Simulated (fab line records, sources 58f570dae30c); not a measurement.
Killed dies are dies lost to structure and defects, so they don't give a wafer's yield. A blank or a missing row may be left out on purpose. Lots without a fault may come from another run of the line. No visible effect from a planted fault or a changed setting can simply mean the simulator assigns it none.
Which of the tools did it? + flow berkeley-cmos170 + Sampling: 14 lots, 42 wafers, 4 of 331 route steps

## WHAT EACH GAUGE READ, for each wafer
UCB170_ACTIVE_CD_MEAS_13: target cd 1200 nm.
| lot  | measured    | on        | cd-nm (nm)           |
|------|-------------|-----------|----------------------|
| L989 | day 4 14:12 | cd-sem-02 | 1203.1 1202.2 1201.7 |
| L991 | day 5 00:30 | cd-sem-01 | 1198.7 1199.7 1199.8 |
| L990 | day 5 00:24 | cd-sem-02 | 1199.3 1200.7 1199.5 |
| L992 | day 5 09:01 | cd-sem-01 | 1196.8 1197.1 1197.1 |
| L993 | day 5 16:49 | cd-sem-02 | 1199.7 1198.2 1199.6 |
| L994 | day 5 16:44 | cd-sem-01 | 1198.9 1199.7 1198.9 |
| L995 | day 6 05:20 | cd-sem-02 | 1197.7 1198.7 1197.0 |
| L996 | day 6 05:10 | cd-sem-01 | 1199.3 1201.3 1201.3 |
| L101 | day 7 16:58 | cd-sem-01 | 1200.5 1201.3 1201.0 |
| L102 | day 7 16:57 | cd-sem-02 | 1201.4 1201.0 1201.6 |
| L104 | day 8 03:10 | cd-sem-02 | 1200.2 1200.1 1199.6 |
| L105 | day 8 02:58 | cd-sem-01 | 1196.7 1197.0 1197.8 |
| L110 | day 9 08:51 | cd-sem-02 | 1197.9 1198.0 1198.1 |
| L112 | day 9 08:34 | cd-sem-01 | 1200.7 1200.4 1201.2 |

UCB170_NSD_CD_MEAS_06: target cd 1200 nm.
| lot  | measured     | on        | cd-nm (nm)           |
|------|--------------|-----------|----------------------|
| L989 | day 7 17:41  | cd-sem-02 | 1196.1 1198.7 1197.3 |
| L991 | day 8 05:09  | cd-sem-01 | 1201.3 1199.6 1200.4 |
| L990 | day 8 05:26  | cd-sem-02 | 1200.0 1200.1 1201.4 |
| L992 | day 8 17:30  | cd-sem-01 | 1202.7 1202.9 1201.9 |
| L993 | day 8 18:28  | cd-sem-01 | 1198.4 1198.8 1197.4 |
| L994 | day 8 17:55  | cd-sem-02 | 1201.5 1200.2 1202.2 |
| L995 | day 9 07:22  | cd-sem-01 | 1198.3 1199.2 1199.5 |
| L996 | day 9 08:13  | cd-sem-01 | 1200.4 1200.3 1200.7 |
| L101 | day 10 11:02 | cd-sem-01 | 1201.3 1200.9 1201.2 |
| L102 | day 10 09:43 | cd-sem-02 | 1196.9 1198.9 1198.3 |
| L104 | day 11 02:01 | cd-sem-02 | 1199.9 1200.9 1202.0 |
| L105 | day 11 01:58 | cd-sem-01 | 1200.5 1200.2 1202.7 |
| L110 | day 12 07:00 | cd-sem-01 | 1200.0 1200.6 1198.9 |
| L112 | day 12 07:16 | cd-sem-02 | 1199.5 1200.5 1201.1 |

## WHICH TOOL RAN EACH LOT (tool, then ch and the chambers of the sampled wafers, then the start)
| lot  | UCB170_NWELL_IMPLANT_14        | UCB170_ACTIVE_STRIP_16              |
|------|--------------------------------|-------------------------------------|
| L989 | implanter-01 ch 0, day 2 07:56 | plasma-asher-02 ch 0,1, day 4 14:27 |
| L991 | implanter-03 ch 0, day 2 16:52 | plasma-asher-02 ch 0,1, day 5 00:46 |
| L990 | implanter-02 ch 0, day 2 16:57 | plasma-asher-01 ch 0,1, day 5 00:38 |
| L992 | implanter-03 ch 0, day 2 23:56 | plasma-asher-01 ch 0,1, day 5 09:15 |
| L993 | implanter-03 ch 0, day 3 06:28 | plasma-asher-02 ch 0,1, day 5 17:04 |
| L994 | implanter-02 ch 0, day 3 09:25 | plasma-asher-03 ch 0,1, day 5 16:59 |
| L995 | implanter-02 ch 0, day 3 21:21 | plasma-asher-03 ch 0,1, day 6 05:35 |
| L996 | implanter-03 ch 0, day 3 21:24 | plasma-asher-01 ch 0,1, day 6 05:25 |
| L101 | implanter-01 ch 0, day 5 06:40 | plasma-asher-03 ch 0,1, day 7 17:13 |
| L102 | implanter-03 ch 0, day 5 06:53 | plasma-asher-01 ch 0,1, day 7 17:12 |
| L104 | implanter-01 ch 0, day 5 22:16 | plasma-asher-02 ch 0,1, day 8 03:24 |
| L105 | implanter-03 ch 0, day 5 22:22 | plasma-asher-01 ch 0,1, day 8 03:13 |
| L110 | implanter-01 ch 0, day 7 04:10 | plasma-asher-02 ch 0,1, day 9 09:05 |
| L112 | implanter-01 ch 0, day 7 09:36 | plasma-asher-01 ch 0,1, day 9 08:48 |
- UCB170_NWELL_IMPLANT_14
- UCB170_ACTIVE_STRIP_16: strips in O2.

## WHAT THE TOOLS THEMSELVES READ (means of the sampled wafers that have a number; where no wafer has one, the mark that the record gives instead)
UCB170_NWELL_IMPLANT_14.
| lot  | tool         | beam-energy-keV | dose-ions-cm2 |
|------|--------------|-----------------|---------------|
| L989 | implanter-01 | 150.02          | 1e+13         |
| L991 | implanter-03 | 150.02          | 1e+13         |
| L990 | implanter-02 | 150.02          | 1e+13         |
| L992 | implanter-03 | 150.00          | 1e+13         |
| L993 | implanter-03 | 149.97          | 1e+13         |
| L994 | implanter-02 | 149.95          | 1e+13         |
| L995 | implanter-02 | 150.04          | 1e+13         |
| L996 | implanter-03 | 150.04          | 1e+13         |
| L101 | implanter-01 | 149.97          | 1e+13         |
| L102 | implanter-03 | 150.02          | 1e+13         |
| L104 | implanter-01 | 149.99          | 1e+13         |
| L105 | implanter-03 | 150.03          | 1e+13         |
| L110 | implanter-01 | 150.00          | 1e+13         |
| L112 | implanter-01 | 150.08          | 1e+13         |

UCB170_ACTIVE_STRIP_16.
| lot  | tool            | drypump-motor-current-A (A) | oes-product-au (a.u.) | strip-time-to-endpoint-s (s) |
|------|-----------------|-----------------------------|-----------------------|------------------------------|
| L989 | plasma-asher-02 | 6.2                         | 0.719                 | 18.14                        |
| L991 | plasma-asher-02 | 6.2                         | 0.724                 | 18.11                        |
| L990 | plasma-asher-01 | 5.9                         | 0.722                 | 18.03                        |
| L992 | plasma-asher-01 | 5.9                         | 0.721                 | 18.25                        |
| L993 | plasma-asher-02 | 6.2                         | 0.722                 | 18.04                        |
| L994 | plasma-asher-03 | 6.2                         | 0.721                 | 18.18                        |
| L995 | plasma-asher-03 | 6.2                         | 0.718                 | 18.07                        |
| L996 | plasma-asher-01 | 6.0                         | 0.722                 | 17.98                        |
| L101 | plasma-asher-03 | 6.2                         | 0.718                 | 18.16                        |
| L102 | plasma-asher-01 | 5.9                         | 0.718                 | 18.17                        |
| L104 | plasma-asher-02 | 6.2                         | 0.721                 | 17.94                        |
| L105 | plasma-asher-01 | 5.8                         | 0.721                 | 18.09                        |
| L110 | plasma-asher-02 | 6.2                         | 0.718                 | 18.17                        |
| L112 | plasma-asher-01 | 5.8                         | 0.719                 | 18.00                        |

## THE ANSWER, worked out from the rows above alone
Rule: the usual values come from the lots themselves. The widest of any qualifying gaps counts: lots, ordered by their means at a reading, are off when they make up no more than a third of the lots, leave a main group of 4 or more, and stand apart from it by 3 or more times the standard deviation of that group's means. Not used: any main group whose means are identical at the precision the tables above print for the reading. Also off: a lot with no number at a reading for which 4 or more lots have one. Where the step has rows for the other lots, those lots are counted as sound. Order of review: gauges by route order, followed by the tools' own readings, for which a lot's mean as printed above is used. At the first step where some lot is off, the reading lying furthest off is the one used; lots without a number count as furthest.
Nothing can be told from this: no lot is off at any reading shown.

## WHAT THE SIMULATOR HAD PUT IN
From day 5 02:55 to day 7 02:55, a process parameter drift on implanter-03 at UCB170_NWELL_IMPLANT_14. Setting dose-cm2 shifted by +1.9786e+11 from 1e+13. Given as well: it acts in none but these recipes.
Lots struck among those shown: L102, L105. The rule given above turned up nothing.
